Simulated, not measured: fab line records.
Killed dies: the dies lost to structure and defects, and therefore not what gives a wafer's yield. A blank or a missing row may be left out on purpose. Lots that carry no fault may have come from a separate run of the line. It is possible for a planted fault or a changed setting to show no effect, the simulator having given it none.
Which of the tools did it? | flow berkeleyCmos170 | Sampling: 13 lots, 39 wafers, 5 of 331 route steps

== WHAT EACH GAUGE READ, for each wafer ==
UCB170_FIELD_THK_MEAS_90.
lot  | measured     | on           | FIELD_OXIDE_LEFT_1_THK (nm)
L966 | day 5 06:46  | filmMetro-04 | 459 453 447
L967 | day 6 00:28  | filmMetro-04 | 428 430 436
L968 | day 6 00:28  | filmMetro-01 | 438 438 445
L969 | day 6 00:28  | filmMetro-03 | 425 434 425
L971 | day 6 17:15  | filmMetro-04 | 452 454 448
L970 | day 6 17:16  | filmMetro-03 | 444 435 448
L974 | day 7 08:48  | filmMetro-01 | 433 420 434
L976 | day 8 00:08  | filmMetro-01 | 434 430 428
L975 | day 8 00:10  | filmMetro-03 | 451 464 442
L979 | day 8 14:14  | filmMetro-04 | 443 445 447
L978 | day 8 14:16  | filmMetro-03 | 442 447 447
L984 | day 10 00:19 | filmMetro-04 | 451 443 451
L987 | day 10 07:10 | filmMetro-04 | 439 442 442

UCB170_GATE_CD_MEAS_12: the cd target is 350 nm.
lot  | measured     | on       | cdNm (nm)
L966 | day 6 21:49  | cdSem-02 | 349.3 348.6 349.6
L967 | day 7 20:12  | cdSem-01 | 350.5 350.8 351.0
L968 | day 7 20:33  | cdSem-01 | 349.6 349.4 350.1
L969 | day 7 20:19  | cdSem-02 | 348.9 349.8 349.9
L971 | day 8 16:29  | cdSem-01 | 349.1 349.2 350.9
L970 | day 8 16:13  | cdSem-02 | 350.2 349.8 348.3
L974 | day 9 09:13  | cdSem-02 | 348.0 348.8 349.2
L976 | day 9 17:10  | cdSem-02 | 350.0 351.2 350.2
L975 | day 9 16:58  | cdSem-01 | 350.7 349.0 349.2
L979 | day 10 03:44 | cdSem-01 | 348.8 349.5 350.0
L978 | day 10 03:32 | cdSem-01 | 349.6 350.4 349.8
L984 | day 11 10:42 | cdSem-02 | 349.1 348.7 349.2
L987 | day 11 14:31 | cdSem-02 | 354.9 352.8 354.3 355.5 352.9 354.0

UCB170_V1_THK_MEAS_04.
lot  | measured     | on           | V1_POLISHED_THK (nm)
L966 | day 7 21:08  | filmMetro-01 | 1000.1 998.7 997.5
L967 | day 8 23:38  | filmMetro-04 | 1001.1 999.8 999.9
L968 | day 9 00:58  | filmMetro-01 | 1002.6 1001.5 1002.6
L969 | day 9 02:18  | filmMetro-04 | 1002.0 998.4 998.9
L971 | day 10 00:08 | filmMetro-01 | 998.1 998.0 997.7
L970 | day 9 21:29  | filmMetro-01 | 1001.4 1001.5 1001.5
L974 | day 10 10:14 | filmMetro-02 | 1002.0 999.6 1001.5
L976 | day 11 00:29 | filmMetro-01 | 1000.3 1000.8 999.0
L975 | day 10 19:59 | filmMetro-01 | 1000.0 999.6 1000.9
L979 | day 11 12:27 | filmMetro-04 | 999.2 1002.0 1000.0
L978 | day 11 11:09 | filmMetro-04 | 1001.4 1003.0 1000.5
L984 | day 12 22:16 | filmMetro-02 | 999.3 1001.2 1001.1
L987 | day 13 00:11 | filmMetro-04 | 1001.0 998.1 1000.7

== TOOL THAT RAN EACH LOT (tool first, then ch and the chambers of the sampled wafers, then the start) ==
lot  | UCB170_GATE_DEVELOP_11           | UCB170_PSD_STRIP_09
L966 | lithoTrack-04 ch 0, day 6 21:00  | plasmaAsher-03 ch 0,1, day 7 06:44
L967 | lithoTrack-01 ch 0, day 7 20:00  | plasmaAsher-03 ch 0,1, day 8 11:33
L968 | lithoTrack-01 ch 0, day 7 20:00  | plasmaAsher-04 ch 0, day 8 11:40
L969 | lithoTrack-04 ch 0, day 7 20:00  | plasmaAsher-02 ch 0,1, day 8 11:47
L971 | lithoTrack-04 ch 0, day 8 16:00  | plasmaAsher-03 ch 0,1, day 9 05:32
L970 | lithoTrack-04 ch 0, day 8 16:00  | plasmaAsher-04 ch 0,1, day 9 04:25
L974 | lithoTrack-04 ch 0, day 9 09:00  | plasmaAsher-03 ch 0,1, day 9 19:32
L976 | lithoTrack-01 ch 0, day 9 17:00  | plasmaAsher-02 ch 0,1, day 10 04:04
L975 | lithoTrack-04 ch 0, day 9 16:00  | plasmaAsher-04 ch 0,1, day 10 03:59
L979 | lithoTrack-04 ch 0, day 10 03:00 | plasmaAsher-04 ch 0,1, day 10 14:48
L978 | lithoTrack-01 ch 0, day 10 03:00 | plasmaAsher-03 ch 0,1, day 10 14:36
L984 | lithoTrack-03 ch 0, day 11 10:00 | plasmaAsher-04 ch 0,1, day 12 02:40
L987 | lithoTrack-04 ch 0, day 11 14:00 | plasmaAsher-04 ch 0,1, day 12 06:19
- UCB170_GATE_DEVELOP_11: develop time 45 s.
- UCB170_PSD_STRIP_09: strips in O2.

== WHAT THE TOOLS THEMSELVES READ (means of the sampled wafers that have a number; where no wafer has one, the mark that the record gives instead) ==
UCB170_GATE_DEVELOP_11.
lot  | tool          | resistLineTempC (C)
L966 | lithoTrack-04 | 23.03
L967 | lithoTrack-01 | 23.05
L968 | lithoTrack-01 | 23.02
L969 | lithoTrack-04 | 23.13
L971 | lithoTrack-04 | 23.06
L970 | lithoTrack-04 | 23.00
L974 | lithoTrack-04 | 22.96
L976 | lithoTrack-01 | 23.12
L975 | lithoTrack-04 | 23.00
L979 | lithoTrack-04 | 22.91
L978 | lithoTrack-01 | 23.00
L984 | lithoTrack-03 | 22.95
L987 | lithoTrack-04 | 22.99

UCB170_PSD_STRIP_09.
lot  | tool           | chamberPressureMTorr (mTorr) | drypumpMotorCurrentA (A) | oesProductAu (a.u.) | stripTimeToEndpointS (s)
L966 | plasmaAsher-03 | 3501                         | 5.2                      | 0.603               | 29.41
L967 | plasmaAsher-03 | 3501                         | 5.2                      | 0.602               | 29.30
L968 | plasmaAsher-04 | 3497                         | 6.0                      | 0.601               | 29.30
L969 | plasmaAsher-02 | 3500                         | 5.8                      | 0.602               | 29.31
L971 | plasmaAsher-03 | 3502                         | 5.2                      | 0.604               | 29.38
L970 | plasmaAsher-04 | 3502                         | 5.7                      | 0.601               | 29.34
L974 | plasmaAsher-03 | 3499                         | 5.2                      | 0.599               | 29.34
L976 | plasmaAsher-02 | 3500                         | 5.8                      | 0.595               | 29.30
L975 | plasmaAsher-04 | 3501                         | 5.7                      | 0.600               | 29.33
L979 | plasmaAsher-04 | 3502                         | 5.3                      | 0.604               | 29.40
L978 | plasmaAsher-03 | 3500                         | 5.2                      | 0.605               | 29.46
L984 | plasmaAsher-04 | 3500                         | 5.3                      | 0.599               | 29.31
L987 | plasmaAsher-04 | 3500                         | 5.7                      | 0.603               | 29.41

== THE ANSWER, worked out from the rows above alone ==
Rule: the usual values come from the lots themselves. Put in order of their means at a reading, lots are off if they are a third of the lots or fewer, leave a main group of 4 or more, and stand apart from it by a gap of 3 or more times the standard deviation of the main group's means; of several such gaps the widest counts. Not used: any main group whose means are identical at the precision the tables above print for the reading. A lot without any number at a reading at which 4 lots or more have one is off too. All remaining lots with rows at the step are treated as sound. The gauges are gone through in route order, then the tools' own readings, and for those a lot's mean is taken as printed above. The first step at which some lot is off is used, and at that step the reading that is off furthest; a lot without a number counts as furthest.
Off: L987, at UCB170_GATE_CD_MEAS_12 (cdNm). Mean 349.6 nm and standard deviation 0.56 in the main group.
A tool fits if, at a process step before that reading, it ran every lot that is off, and no sound lot after the first of them. Those tools and the gauges at UCB170_GATE_CD_MEAS_12 are tried in the same way. 2 tools fit, lithoTrack-04 at UCB170_GATE_DEVELOP_11 and cdSem-02 at UCB170_GATE_CD_MEAS_12, so this cannot tell which one it is.

== WHAT HAD BEEN PUT IN BY THE SIMULATOR ==
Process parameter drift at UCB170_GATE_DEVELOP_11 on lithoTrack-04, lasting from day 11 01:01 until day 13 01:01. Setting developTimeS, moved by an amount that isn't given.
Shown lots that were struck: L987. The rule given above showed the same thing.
